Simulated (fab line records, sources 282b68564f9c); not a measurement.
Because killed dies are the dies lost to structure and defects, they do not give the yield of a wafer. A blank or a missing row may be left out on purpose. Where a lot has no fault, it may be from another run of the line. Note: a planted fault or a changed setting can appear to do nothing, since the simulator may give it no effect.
Struck lot and sound lot, side by side || flow rit cmos || 31 steps out of a route of 202
Sound: the wafers L282.3, L282.4, L282.6. Struck: wafer L290.4 (left out: L290.3, L290.6 of the same lot, which were not struck); the cause appears at the end.
Each step with rows lists, per side, the tool, then ch with its chambers, then its first start. Under that, the readings that differ: sound wafers || struck wafers || difference of the means || sigmas: that difference in standard deviations of wafers without a fault.
alike: readings whose means differ by less than 2 such deviations, and words and numbers that are the same on both sides. not compared: withheld readings, readings that some wafer has no value for, bounds like >300 that may hide the same value, and numbers for which the record gives no deviation and whose values overlap.
The two part at a step that has a row with sigmas, a row that says differs or no value, or rows on one side only. Numbers that don't overlap but have no deviation are shown without sigmas and don't part them. A reading that every wafer of one side lacks parts them only if that side has two wafers or more.

first, 4 steps without rows for these wafers: RIT_CONTACT_SOFTBAKE_04 (time 60 s); RIT_CONTACT_EXPOSE_05 (exposes mask M11, target cd 1000 nm); RIT_CONTACT_PEB_06; RIT_CONTACT_DEVELOP_07 (develop time 120 s).
RIT_CONTACT_CD_MEAS_08: target cd 1000 nm.
  sound on cd sem-01 at day 5 12:26; struck on cd sem-01 at day 7 03:53
  alike: cd nm
RIT_CONTACT_OVL_MEAS_09:
  sound on overlay-01 at day 5 12:32; struck on overlay-01 at day 7 03:59
  alike: CONTACT_OVL
then, 1 step without rows for these wafers: RIT_CONTACT_HARDBAKE_10 (time 60 s).
RIT_CONTACT_ETCH_11: etches SiO2 in CHF3/CF4/Ar, stops on TiSi2, target depth 480 nm, time 320 s.
  sound on rie diel-01 ch 1,2,3, day 5 12:44; struck on rie diel-01 ch 1, day 7 04:09
  alike: drypump motor current A, oes product au, throttle valve pct
  not compared: rf hours counter h
RIT_CONTACT_STRIP_12: strips in O2, time 180 s.
  sound on plasma asher-02 ch 0,1, day 5 12:59; struck on plasma asher-04 ch 0, day 7 04:24
  alike: drypump motor current A
  not compared: rf hours counter h
RIT_CONTACT_CD_MEAS_90: target cd 1000 nm.
  sound on cd sem-02 at day 5 13:08; struck on cd sem-02 at day 7 04:34
  alike: cd nm
then, 2 steps without rows for these wafers: RIT_CONTACT_CLEAN_13 (cleans in SC1, time 600 s); RIT_CONTACT_CLEAN_14 (cleans in SC2, time 600 s).
RIT_M1_SPUTTER_00: material Al, target thk 400 nm, time 500 s.
  sound on pvd sputter-04 at day 5 13:34; struck on pvd sputter-04 at day 7 05:01
  alike: throttle valve pct
RIT_M1_RS_MEAS_01: measures by four-point-probe.
  sound on film metro-01 at day 5 13:55; struck on film metro-02 at day 7 05:22
{"reading": "M1_AL_RS (ohm/sq)", "sound": "0.0720 0.0720 0.0722", "struck": 0.0746, "difference": "+0.0025", "sigmas": "+3"}
RIT_M1_THK_MEAS_02: measures by xrf.
  sound on film metro-01 at day 5 14:01; struck on film metro-02 at day 7 05:28
{"reading": "M1_AL_THK (nm)", "sound": "413 412 412", "struck": 394, "difference": -18, "sigmas": -4}
then, 6 steps without rows for these wafers: RIT_M1_HMDS_03 (prime time 60 s); RIT_M1_COAT_04 (resist thk 1300 nm); RIT_M1_SOFTBAKE_05 (time 60 s); RIT_M1_EXPOSE_06 (exposes mask M12, target cd 2600 nm); RIT_M1_PEB_07; RIT_M1_DEVELOP_08 (develop time 68 s).
RIT_M1_CD_MEAS_09: target cd 2600 nm.
  sound on cd sem-01 at day 5 15:05; struck on cd sem-01 at day 7 06:25
  alike: cd nm
RIT_M1_OVL_MEAS_10:
  sound on overlay-02 at day 5 15:11; struck on overlay-01 at day 7 06:31
{"reading": "M1_OVL (nm)", "sound": "-1.7 0.5 1.5", "struck": -2.8, "difference": -2.9, "sigmas": -2}
then, 1 step without rows for these wafers: RIT_M1_HARDBAKE_11 (time 120 s).
RIT_M1_METAL_ETCH_12: etches Al in Cl2/BCl3, stops on SiO2, time 165 s, target depth 600 nm.
  sound on rie metal-04 ch 0,1, day 5 15:31; struck on rie metal-03 ch 0, day 7 06:50
{"reading": "drypump motor current A (A)", "sound": "5.9 5.4 5.9", "struck": 4.7, "difference": -1.0, "sigmas": -2}
{"reading": "oes product au (a.u.)", "sound": "0.794 0.773 0.795", "struck": 0.751, "difference": -0.036, "sigmas": -3}
  alike: throttle valve pct
  not compared: rf hours counter h
then, 1 step without rows for these wafers: RIT_M1_STRIP_13 (strips in nmp, time 600 s).
RIT_M1_STRIP_14: strips in O2, time 180 s.
  sound on plasma asher-03 ch 0,1, day 5 15:52; struck on plasma asher-02 ch 0, day 7 07:11
{"reading": "drypump motor current A (A)", "sound": "5.8 5.3 5.8", "struck": 6.3, "difference": "+0.7", "sigmas": "+2"}
  not compared: rf hours counter h
RIT_M1_CD_MEAS_90: target cd 2600 nm.
  sound on cd sem-02 at day 5 16:01; struck on cd sem-02 at day 7 07:21
  alike: cd nm
then, 1 step without rows for these wafers: RIT_M1_ANNEAL_15 (time 1800 s).
RIT_M1_BOW_MEAS_16:
  sound on film metro-01 at day 5 17:38; struck on film metro-01 at day 7 08:58
  alike: M1_BOW
RIT_M1_PROBE_99:
  sound on prober-02 at day 5 17:49; struck on prober-02 at day 7 09:12
{"reading": "defect limited yield (%)", "sound": "97.7 98.1 98.9", "struck": 84.5, "difference": -13.7, "sigmas": -11}
{"reading": "killed_at_M0_to_M3", "sound": "0 0 0", "struck": 38, "difference": "+38", "sigmas": "+99 or more"}
{"reading": "killed dies", "sound": "6 5 3", "struck": 41, "difference": "+36", "sigmas": "+12"}
{"reading": "sort_bin_3_pad_short (%)", "sound": "0 0 0", "struck": 2.3, "difference": "+2.3", "sigmas": "+10"}
{"reading": "sort_bin_5_function (%)", "sound": "1.1 1.9 0.8", "struck": 10.2, "difference": "+8.9", "sigmas": "+11"}
{"reading": "sort_bin_6_memory (%)", "sound": "1.1 0 0.4", "struck": 3.0, "difference": "+2.5", "sigmas": "+4"}
{"reading": "sort n pass", "sound": "258 259 261", "struck": 223, "difference": -36, "sigmas": -12}
{"reading": "sort yield pct (%)", "sound": "97.7 98.1 98.9", "struck": 84.5, "difference": -13.7, "sigmas": -11}
{"reading": "model.etest.tester.sort n pass", "sound": "258 259 261", "struck": 223, "difference": -36, "sigmas": ""}
{"reading": "model.etest.tester.sort yield pct (%)", "sound": "97.73 98.11 98.86", "struck": 84.47, "difference": -13.76, "sigmas": ""}
{"reading": "model.etest.tester.sort_bin_5_pct (%)", "sound": "1.136 1.894 0.7576", "struck": 10.23, "difference": "+8.97", "sigmas": ""}
{"reading": "model.etest.tester.sort_bin_3_pct (%)", "sound": "0 0 0", "struck": 2.273, "difference": "+2.273", "sigmas": ""}
{"reading": "model.etest.tester.sort_bin_6_pct (%)", "sound": "1.136 0 0.3788", "struck": 3.03, "difference": "+2.53", "sigmas": ""}
  alike: killed at front end, killed open, killed short

## WHERE THEY PART
Earliest at RIT_M1_RS_MEAS_01; latest, in this record, at RIT_M1_PROBE_99.

WHY: the cause the simulator had injected
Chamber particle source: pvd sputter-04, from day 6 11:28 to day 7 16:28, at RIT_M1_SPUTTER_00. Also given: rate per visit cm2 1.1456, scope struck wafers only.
